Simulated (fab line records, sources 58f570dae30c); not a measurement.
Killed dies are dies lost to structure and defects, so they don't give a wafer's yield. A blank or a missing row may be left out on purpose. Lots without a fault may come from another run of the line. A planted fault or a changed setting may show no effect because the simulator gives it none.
fab line records | flow berkeley_cmos170
record lots=7 wafers=21 last_day=14
route steps=331 shown CONTACT@232 M1@238
lots that met no fault: from a run of the same line without faults
start_h: hours from the record's first day to the start of the lot's first wafer shown | wait_h: hours since the lot's step before | " the same as in the row above | L1.1+2: a row that stands for several wafers | - no value, or no start given | * or withheld: withheld | < > ~ a bound
route shown NAME@n: a module of which the file shows steps, and the number in the route of the first | usual: mean/standard deviation of fault-free wafers | same: alike in all rows | chamber/n: place in a boat | sites: the reading at each site | _std_site: their standard deviation | _edge_site: outer sites' mean less inner sites' | radius_mm: how far each site lies from the wafer's centre | mask NAME#n: copy n | behind: the tool/chamber that last shaped the wafer | hold: why the lot was held/for how many hours/how that ended | device: the transistor (n, p or np) that didn't switch | end of line: the same wafers' tests at the end of the route | a step without rows: its recipe alone | killed: dies lost to structure and defects at the first sort, not the wafer's yield | map: a wafer's dies, x killed, . not, _ none there
set.NAME: the setting as run; set.NAME@STEP: as run at that earlier step | model.NAME: the simulator's own value behind a step, which no gauge read
lots at some steps of the route; a table a step, a row a wafer
services: from which hour (start_h, from the record's first day; less than 0 if before it) a tool's chamber was out of use, for how many hours, and why
## steps
# step UCB170_CONTACT_OVL_MEAS_16
# usual CONTACT_OVL=0/4.3
# columns lot.wafer tool chamber start_h wait_h CONTACT_OVL[nm]
L770.2 overlay-01 - 192.25 0.1 4
L770.5 " - " " 9
L770.6 " - " " 0
L771.1 overlay-02 - 192.91 0.1 -2
L771.2 " - " " 3
L771.6 " - " " -1
L781.2 overlay-02 - 254.25 0.1 2
L781.4 " - " " -7
L781.5 " - " " -3
L784.1 overlay-01 - 264.30 0.1 6
L784.5 " - " " -2
L784.6 " - " " -5
L783.1 overlay-01 - 264.37 0.1 -11
L783.3 " - " " -7
L783.6 " - " " 3
L788.3 overlay-01 - 296.23 0.1 3
L788.4 " - " " 8
L788.5 " - " " 2
L789.4 overlay-01 - 307.73 0.1 4
L789.5 " - " " 1
L789.6 " - " " 4
# step UCB170_CONTACT_ETCH_17
# recipe chemistry=N2/H2 target_depth_a=withheld overetch_a=withheld target=BARC time_s=withheld source_w=500 bias_w=100 pressure_mtorr=30 n2_flow_sccm=100 h2_flow_sccm=200
# usual chamber_pressure_mTorr=30.003/0.025 drypump_motor_current_A=5.8/0.51 oes_product_au=1.009/0.019 throttle_valve_pct=13.36/0.17
# columns lot.wafer tool chamber start_h wait_h chamber_pressure_mTorr drypump_motor_current_A oes_product_au throttle_valve_pct
L770.2 rie_diel-04 1 192.28 0.0 30.018 5.2 0.989 13.50
L770.5 " 2 " " 29.979 5.8 1.021 13.38
L770.6 " 3 " " 30.021 6.5 1.007 13.41
L771.1 rie_diel-02 1 192.95 0.0 30.014 5.3 1.026 13.40
L771.2 " 2 " " 29.995 6.7 1.007 13.63
L771.6 " 2 " " 30.007 6.7 1.019 13.63
L781.2 rie_diel-04 3 254.28 0.0 30.001 6.5 1.010 13.43
L781.4 " 0 " " 30.082 5.3 1.024 13.16
L781.5 " 3 " " 29.981 6.4 1.009 13.41
L784.1 rie_diel-04 3 264.33 0.0 30.019 6.4 1.002 13.42
L784.5 " 2 " " 29.970 5.8 0.998 13.37
L784.6 " 3 " " 30.013 6.4 1.002 13.42
L783.1 rie_diel-01 2 264.40 0.0 29.989 6.2 1.003 13.34
L783.3 " 1 " " 29.990 5.9 1.028 13.11
L783.6 " 0 " " 30.016 5.4 1.009 13.45
L788.3 rie_diel-02 1 296.25 0.0 29.975 5.4 1.028 13.41
L788.4 " 2 " " 29.997 6.7 1.014 13.61
L788.5 " 0 " " 29.999 5.2 0.967 13.15
L789.4 rie_diel-01 1 307.77 0.0 29.953 6.0 1.016 13.12
L789.5 " 0 " " 29.989 5.3 0.999 13.44
L789.6 " 3 " " 29.970 5.8 1.008 13.06
# step UCB170_CONTACT_ETCH_18
# recipe chemistry=CHF3/CF4/Ar target=PSG stop_on=TiSi2 CHF3_flow_sccm=45 cf4_flow_sccm=15 Ar_flow_sccm=150 pressure_mtorr=200 rf_w=700 target_depth_a=8400 over_etch_frac=0.2 time_s=195
# usual chamber_pressure_mTorr=199.99/0.18 drypump_motor_current_A=5.8/0.51 mfc_ar_sccm=150.0/0.43 oes_product_au=0.893/0.015 throttle_valve_pct=6.95/0.13
# columns lot.wafer tool chamber start_h wait_h chamber_pressure_mTorr drypump_motor_current_A mfc_ar_sccm oes_product_au rf_hours_counter_h throttle_valve_pct
L770.2 rie_diel-04 1 - - 199.79 5.2 149.5 0.876 74 7.07
L770.5 " 2 " " 200.03 5.8 149.3 0.899 - 7.00
L770.6 " 3 " " 199.97 6.5 149.6 0.887 - 7.03
L771.1 rie_diel-02 1 - - 200.07 5.3 149.9 0.915 34 7.03
L771.2 " 2 " " 200.17 6.7 149.2 0.909 119 7.11
L771.6 " 2 " " 199.79 6.7 150.1 0.900 - 7.12
L781.2 rie_diel-04 3 - - 200.00 6.5 149.7 0.900 19 7.02
L781.4 " 0 " " 199.77 5.3 150.9 0.905 6 6.81
L781.5 " 3 " " 200.07 6.4 149.6 0.896 - 7.03
L784.1 rie_diel-04 3 - - 200.27 6.5 149.3 0.894 19 7.02
L784.5 " 2 " " 199.88 5.8 149.7 0.902 - 6.99
L784.6 " 3 " " 199.74 6.5 149.9 0.892 - 7.04
L783.1 rie_diel-01 2 - - 199.93 6.2 150.1 0.888 80 6.89
L783.3 " 1 " " 199.70 6.0 149.4 0.904 47 6.77
L783.6 " 0 " " 199.94 5.4 149.5 0.888 - 6.94
L788.3 rie_diel-02 1 - - 199.56 5.3 150.4 0.908 39 7.04
L788.4 " 2 " " 199.94 6.7 150.1 0.901 124 7.13
L788.5 " 0 " " 200.02 5.1 150.3 0.886 - 6.79
L789.4 rie_diel-01 1 - - 200.01 6.0 149.3 0.891 - 6.77
L789.5 " 0 " " 199.96 5.3 150.8 0.869 - 6.94
L789.6 " 3 " " 199.95 5.8 149.5 0.891 - 6.75
# step UCB170_CONTACT_STRIP_19
# recipe chemistry=O2 power_w=400 pressure_mtorr=3500 platen_temp_c=withheld o2_flow_sccm=400 overash_fraction=0.5
# usual chamber_pressure_mTorr=3500/3.1 drypump_motor_current_A=5.5/0.41 oes_product_au=0.726/0.0045
# columns lot.wafer tool chamber start_h wait_h chamber_pressure_mTorr drypump_motor_current_A oes_product_au rf_hours_counter_h
L770.2 plasma_asher-03 0 192.44 - 3499 5.9 0.727 39
L770.5 " 0 " " 3496 5.8 0.722 -
L770.6 " 1 " " 3502 5.6 0.724 -
L771.1 plasma_asher-01 1 193.11 - 3502 6.1 0.726 48
L771.2 " 0 " " 3503 5.3 0.720 48
L771.6 " 1 " " 3497 6.2 0.724 -
L781.2 plasma_asher-01 1 254.45 - 3499 6.1 0.726 55
L781.4 " 1 " " 3500 6.2 0.720 -
L781.5 " 1 " " 3501 6.1 0.727 -
L784.1 plasma_asher-03 1 264.50 - 3500 5.6 0.725 46
L784.5 " 0 " " 3497 5.8 0.731 -
L784.6 " 1 " " 3502 5.6 0.730 -
L783.1 plasma_asher-04 0 264.57 - 3496 5.0 0.728 16
L783.3 " 1 " " 3499 5.2 0.724 -
L783.6 " 1 " " 3500 5.2 0.728 -
L788.3 plasma_asher-04 1 296.45 - 3496 5.2 0.718 -
L788.4 " 0 " " 3499 5.0 0.724 -
L788.5 " 0 " " 3498 5.0 0.727 -
L789.4 plasma_asher-01 0 307.95 - 3502 5.3 0.723 -
L789.5 " 1 " " 3501 6.1 0.723 -
L789.6 " 0 " " 3499 5.3 0.720 -
# step UCB170_CONTACT_CD_MEAS_90
# recipe target_cd_nm=700
# usual cd_nm=700.0/1.3
# columns lot.wafer tool chamber start_h wait_h cd_nm
L770.2 cd_sem-01 - 192.56 0.1 699.7
L770.5 " - " " 699.1
L770.6 " - " " 697.7
L771.1 cd_sem-01 - 193.21 0.1 699.6
L771.2 " - " " 701.4
L771.6 " - " " 698.9
L781.2 cd_sem-02 - 254.63 0.1 701.1
L781.4 " - " " 700.8
L781.5 " - " " 699.4
L784.1 cd_sem-02 - 264.60 0.1 699.3
L784.5 " - " " 700.3
L784.6 " - " " 700.4
L783.1 cd_sem-02 - 264.72 0.1 700.1
L783.3 " - " " 701.4
L783.6 " - " " 699.8
L788.3 cd_sem-02 - 296.56 0.1 703.5
L788.4 " - " " 701.5
L788.5 " - " " 701.0
L789.4 cd_sem-01 - 308.07 0.1 700.2
L789.5 " - " " 699.4
L789.6 " - " " 699.6
# step UCB170_CONTACT_CLEAN_20
# recipe chemistry=SPM temp_c=120 time_s=600
# step UCB170_M1_SPUTTER_00
# recipe material=Al target_thk_nm=600 time_s=80 power_w=6000 chamber_pressure_pa=0.5
# usual throttle_valve_pct=30.2/1.2
# columns lot.wafer tool chamber start_h wait_h throttle_valve_pct
L770.2 pvd_sputter-04 - 192.84 0.0 31.7
L770.5 " - " " 28.9
L770.6 " - " " 29.3
L771.1 pvd_sputter-04 - 193.51 0.0 29.5
L771.2 " - " " 31.6
L771.6 " - " " 28.7
L781.2 pvd_sputter-04 - 254.90 0.0 29.2
L781.4 " - " " 31.5
L781.5 " - " " 31.5
L784.1 pvd_sputter-01 - 264.90 0.0 28.6
L784.5 " - " " 30.9
L784.6 " - " " 27.3
L783.1 pvd_sputter-02 - 265.02 0.0 30.4
L783.3 " - " " 30.7
L783.6 " - " " 30.4
L788.3 pvd_sputter-02 - 296.82 0.0 30.8
L788.4 " - " " 30.2
L788.5 " - " " 30.1
L789.4 pvd_sputter-04 - 308.31 0.0 29.5
L789.5 " - " " 31.6
L789.6 " - " " 28.6
# step UCB170_M1_RS_MEAS_01
# recipe thk_meas_gauge=four-point-probe reads=Al_of_M1_SPUTTER_00
# usual M1_AL_RS=0.0485/0.00064
# columns lot.wafer tool chamber start_h wait_h M1_AL_RS[ohm/sq]
L770.2 film_metro-02 - 192.92 0.1 0.0479
L770.5 " - " " 0.0494
L770.6 " - " " 0.0482
L771.1 film_metro-02 - 193.57 0.0 0.0490
L771.2 " - " " 0.0479
L771.6 " - " " 0.0497
L781.2 film_metro-01 - 254.99 0.1 0.0491
L781.4 " - " " 0.0492
L781.5 " - " " 0.0490
L784.1 film_metro-01 - 264.96 0.0 0.0489
L784.5 " - " " 0.0481
L784.6 " - " " 0.0483
L783.1 film_metro-02 - 265.08 0.0 0.0477
L783.3 " - " " 0.0485
L783.6 " - " " 0.0477
L788.3 film_metro-01 - 296.92 0.1 0.0487
L788.4 " - " " 0.0476
L788.5 " - " " 0.0483
L789.4 film_metro-02 - 308.43 0.1 0.0484
L789.5 " - " " 0.0477
L789.6 " - " " 0.0491
# step UCB170_M1_THK_MEAS_02
# recipe thk_meas_gauge=xrf reads=Al_of_M1_SPUTTER_00
# usual M1_AL_THK=598/9
# columns lot.wafer tool chamber start_h wait_h M1_AL_THK[nm]
L770.2 film_metro-02 - 193.03 0.1 612
L770.5 " - " " 593
L770.6 " - " " 604
L771.1 film_metro-02 - 193.69 0.1 595
L771.2 " - " " 612
L771.6 " - " " 585
L781.2 film_metro-01 - 255.10 0.1 587
L781.4 " - " " 586
L781.5 " - " " 589
L784.1 film_metro-01 - 265.08 0.1 590
L784.5 " - " " 594
L784.6 " - " " 596
L783.1 film_metro-02 - 265.20 0.1 606
L783.3 " - " " 602
L783.6 " - " " 610
L788.3 film_metro-01 - 297.02 0.1 591
L788.4 " - " " 606
L788.5 " - " " 595
L789.4 film_metro-02 - 308.52 0.1 599
L789.5 " - " " 610
L789.6 " - " " 593
# step UCB170_M1_COAT_03
# recipe resist=BARC temp_c=withheld time_s=withheld spin_rpm=3000 resist_thk_nm=withheld
# step UCB170_M1_COAT_04
# recipe resist=KrF spin_rpm=1500 resist_thk_nm=900
# step UCB170_M1_SOFTBAKE_05
# recipe resist=KrF temp_c=130 time_s=60
# step UCB170_M1_EXPOSE_06
# recipe mask_id=METAL1 target_cd_nm=700 na=0.5 sigma_outer=0.6 source_shape=conventional dose_mj=21
# usual exposure_dose_mJ_cm2=21.16/0.17 focus_offset_nm=0.0/0.53
# columns lot.wafer tool chamber start_h wait_h mask exposure_dose_mJ_cm2 focus_offset_nm
L770.2 krf_scanner-02 0 193.81 - METAL1#0 20.99 -0.6
L770.5 " 0 " " METAL1#0 20.97 -0.5
L770.6 " 0 " " METAL1#0 20.94 -0.6
L771.1 krf_scanner-02 0 194.56 - METAL1#0 20.96 0.0
L771.2 " 0 " " METAL1#0 20.96 -0.5
L771.6 " 0 " " METAL1#0 20.99 -0.4
L781.2 krf_scanner-02 - 255.61 - METAL1#0 - -
L781.4 " - " " METAL1#0 - -
L781.5 " - " " METAL1#0 - -
L784.1 krf_scanner-01 - 265.71 - METAL1#0 - -
L784.5 " - " " METAL1#0 - -
L784.6 " - " " METAL1#0 - -
L783.1 krf_scanner-01 - 265.83 - METAL1#0 - -
L783.3 " - " " METAL1#0 - -
L783.6 " - " " METAL1#0 - -
L788.3 krf_scanner-02 0 297.67 - METAL1#0 20.97 0.1
L788.4 " 0 " " METAL1#0 20.97 -0.4
L788.5 " 0 " " METAL1#0 20.98 0.6
L789.4 krf_scanner-01 0 309.10 - METAL1#0 21.34 -0.1
L789.5 " 0 " " METAL1#0 21.37 0.1
L789.6 " 0 " " METAL1#0 21.32 0.4
# step UCB170_M1_PEB_07
# recipe peb_temp_c=130 peb_time_s=withheld resist=KrF
## services
# columns tool chamber start_h hours kind
rie_diel-01 0 192.18 - clean
rie_diel-01 0 192.18 16.1 scheduled_down
rie_diel-01 0 192.18 16.1 vent_cycle
pvd_sputter-04 - 198.61 8.8 repair
pvd_sputter-01 - 208.63 25.5 repair
pvd_sputter-04 - 212.51 1.0 repair
krf_scanner-01 - 218.71 4.0 pm
krf_scanner-01 - 224.25 1.3 pm
krf_scanner-01 - 226.46 0.8 repair
krf_scanner-01 - 231.96 0.8 pm
krf_scanner-02 0 233.92 - calibration
pvd_sputter-01 - 237.19 4.7 repair
rie_diel-02 - 250.65 4.3 pm
rie_diel-01 3 253.49 - clean
rie_diel-01 3 253.49 23.6 scheduled_down
rie_diel-01 3 253.49 23.6 vent_cycle
rie_diel-02 0 255.42 - clean
rie_diel-04 1 256.79 1.6 repair
pvd_sputter-01 - 259.26 3.7 repair
krf_scanner-02 - 260.22 7.1 repair
pvd_sputter-02 - 279.77 1.3 repair
plasma_asher-03 - 288.63 1.2 repair
rie_diel-01 2 301.02 15.5 repair
pvd_sputter-02 - 309.05 3.8 repair
## key
first_sign step=UCB170_M1_EXPOSE_06 reading=tool_record direction=missing
effect none on later readings
met_at UCB170_M1_EXPOSE_06
struck_wafers L781.2,L781.4,L781.5,L783.1,L783.3,L783.6,L784.1,L784.5,L784.6
later_rows_left_out L781.2,L781.4,L781.5,L783.1,L783.3,L783.6,L784.1,L784.5,L784.6
sort_left_out L781.2,L781.4,L781.5,L783.1,L783.3,L783.6,L784.1,L784.5,L784.6
onset_between 194.56 255.61
fault kind=skipped_step_whole tool=krf_scanner-01,krf_scanner-02 chamber=- onset_h=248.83 steps=UCB170_M1_EXPOSE_06 scope=struck_lots_only
# sort_left_out: the simulated sort isn't trusted on such a fault, so these wafers' sort isn't shown, and their yield isn't known
# later_rows_left_out: the simulator's readings of these wafers behind a module that went badly wrong aren't trusted and aren't shown, but for the sort
